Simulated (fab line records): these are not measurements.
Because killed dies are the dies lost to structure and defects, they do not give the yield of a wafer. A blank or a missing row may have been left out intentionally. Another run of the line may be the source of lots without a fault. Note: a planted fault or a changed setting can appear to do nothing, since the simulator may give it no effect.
Split-lot experiment / flow berkeley-cmos170 / route with 331 steps; 5 lots, 23 wafers read

## ON THE SPLIT
At UCB170_M1_PEB_07, the setting peb-temp-c was moved away from the recipe's 130 C on 6 of the 23 wafers read, by -2.8% to +2.8%. For the rest of the wafers, this setting stayed at what the recipe calls for.

## FROM THE SPLIT TO THE READING: what the file shows between them, 5 steps
- UCB170_M1_DEVELOP_08: develop time 45 s
- UCB170_M1_CD_MEAS_09: target cd 700 nm
- UCB170_M1_ETCH_11: etches BARC in N2/H2
- UCB170_M1_METAL_ETCH_12: etches Al in Cl2/BCl3, stops on PSG, target depth 780 nm, time 130 s
- UCB170_M1_STRIP_13: strips in O2

## THE READING
cd-nm, in nm, at UCB170_M1_CD_MEAS_90 (target cd 700 nm). Typical for fault-free wafers on this fab line: 699.2 nm, with standard deviation 2.5 nm.

wafer=L074.1; tool, chamber at the split=litho-track-04, 0; peb-temp-c as run, C=132; against the recipe=+1.5%; cd-nm, nm=686.9; against lot-mates on the recipe=-11.0
wafer=L074.2; tool, chamber at the split=litho-track-04, 0; peb-temp-c as run, C=130; against the recipe=recipe; cd-nm, nm=697.2; against lot-mates on the recipe=-
wafer=L074.3; tool, chamber at the split=litho-track-04, 0; peb-temp-c as run, C=132; against the recipe=+1.5%; cd-nm, nm=686.0; against lot-mates on the recipe=-11.9
wafer=L074.4; tool, chamber at the split=litho-track-04, 0; peb-temp-c as run, C=130; against the recipe=recipe; cd-nm, nm=699.9; against lot-mates on the recipe=-
wafer=L074.6; tool, chamber at the split=litho-track-04, 0; peb-temp-c as run, C=130; against the recipe=recipe; cd-nm, nm=696.5; against lot-mates on the recipe=-
wafer=L078.1; tool, chamber at the split=litho-track-04, 0; peb-temp-c as run, C=130; against the recipe=recipe; cd-nm, nm=697.8; against lot-mates on the recipe=-
wafer=L078.3; tool, chamber at the split=litho-track-04, 0; peb-temp-c as run, C=126.3; against the recipe=-2.8%; cd-nm, nm=729.8; against lot-mates on the recipe=+31.2
wafer=L078.4; tool, chamber at the split=litho-track-04, 0; peb-temp-c as run, C=130; against the recipe=recipe; cd-nm, nm=699.6; against lot-mates on the recipe=-
wafer=L078.5; tool, chamber at the split=litho-track-04, 0; peb-temp-c as run, C=130; against the recipe=recipe; cd-nm, nm=698.4; against lot-mates on the recipe=-
wafer=L078.6; tool, chamber at the split=litho-track-04, 0; peb-temp-c as run, C=126.3; against the recipe=-2.8%; cd-nm, nm=725.0; against lot-mates on the recipe=+26.4
wafer=L080.1; tool, chamber at the split=litho-track-03, 0; peb-temp-c as run, C=130; against the recipe=recipe; cd-nm, nm=700.7; against lot-mates on the recipe=-
wafer=L080.2; tool, chamber at the split=litho-track-03, 0; peb-temp-c as run, C=130; against the recipe=recipe; cd-nm, nm=701.4; against lot-mates on the recipe=-
wafer=L080.3; tool, chamber at the split=litho-track-03, 0; peb-temp-c as run, C=130; against the recipe=recipe; cd-nm, nm=705.5; against lot-mates on the recipe=-
wafer=L080.4; tool, chamber at the split=litho-track-03, 0; peb-temp-c as run, C=130; against the recipe=recipe; cd-nm, nm=701.4; against lot-mates on the recipe=-
wafer=L080.6; tool, chamber at the split=litho-track-03, 0; peb-temp-c as run, C=130; against the recipe=recipe; cd-nm, nm=703.5; against lot-mates on the recipe=-
wafer=L082.1; tool, chamber at the split=litho-track-03, 0; peb-temp-c as run, C=130; against the recipe=recipe; cd-nm, nm=695.7; against lot-mates on the recipe=-
wafer=L082.2; tool, chamber at the split=litho-track-03, 0; peb-temp-c as run, C=130; against the recipe=recipe; cd-nm, nm=693.9; against lot-mates on the recipe=-
wafer=L082.4; tool, chamber at the split=litho-track-03, 0; peb-temp-c as run, C=130; against the recipe=recipe; cd-nm, nm=694.5; against lot-mates on the recipe=-
wafer=L085.1; tool, chamber at the split=litho-track-03, 0; peb-temp-c as run, C=133.6; against the recipe=+2.8%; cd-nm, nm=675.2; against lot-mates on the recipe=-23.2
wafer=L085.2; tool, chamber at the split=litho-track-03, 0; peb-temp-c as run, C=130; against the recipe=recipe; cd-nm, nm=697.7; against lot-mates on the recipe=-
wafer=L085.4; tool, chamber at the split=litho-track-03, 0; peb-temp-c as run, C=133.6; against the recipe=+2.8%; cd-nm, nm=676.7; against lot-mates on the recipe=-21.7
wafer=L085.5; tool, chamber at the split=litho-track-03, 0; peb-temp-c as run, C=130; against the recipe=recipe; cd-nm, nm=697.3; against lot-mates on the recipe=-
wafer=L085.6; tool, chamber at the split=litho-track-03, 0; peb-temp-c as run, C=130; against the recipe=recipe; cd-nm, nm=700.2; against lot-mates on the recipe=-

FIT RESULTS
A straight line over all 23 wafers: cd-nm changes by -9.08 nm for each +1% of peb-temp-c; r = -0.97; the points scatter about the line by 3 nm.
The same after taking each lot's own level away (the mean of its wafers on the recipe; 23 wafers): -8.97 nm for each +1%; r = -0.99; scatter 1.9 nm.
On that fit, the largest move of peb-temp-c shifts the reading by 26 nm.
Across the lots, their own levels run from 694.70 to 702.50 nm, a range of 3.1 times the standard deviation given above.
So the lot-to-lot level changes the slope little: the two slopes agree.
Check: for one of the wafers moved furthest among these (-2.8%), held out of the fit, the line's prediction against its lot-mates is +24.2 nm. It came out at +31.2 nm against them.

## THE WHOLE CHAIN: every reading that the file lists as answering this split, in the file's order
step=UCB170_M1_CD_MEAS_09; what it does=target cd 700 nm; reading=cd-nm; change (the file's fit)=-8.71 nm for each +1% of the setting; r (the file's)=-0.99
step=UCB170_M1_ETCH_11; what it does=etches BARC in N2/H2; reading=M1.cd-nm (the simulator's own value, which no gauge read); change (the file's fit)=-8.74 nm for each +1% of the setting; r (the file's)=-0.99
step=UCB170_M1_METAL_ETCH_12; what it does=etches Al in Cl2/BCl3, stops on PSG, target depth 780 nm, time 130 s; reading=M1.cd-nm (the simulator's own value, which no gauge read); change (the file's fit)=-8.92 nm for each +1% of the setting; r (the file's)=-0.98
step=UCB170_M1_CD_MEAS_90; what it does=target cd 700 nm; reading=cd-nm; change (the file's fit)=-8.92 nm for each +1% of the setting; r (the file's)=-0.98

## THE FILE'S OWN FIT
cd-nm changes by -8.92 nm for each +1% of peb-temp-c, r = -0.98.
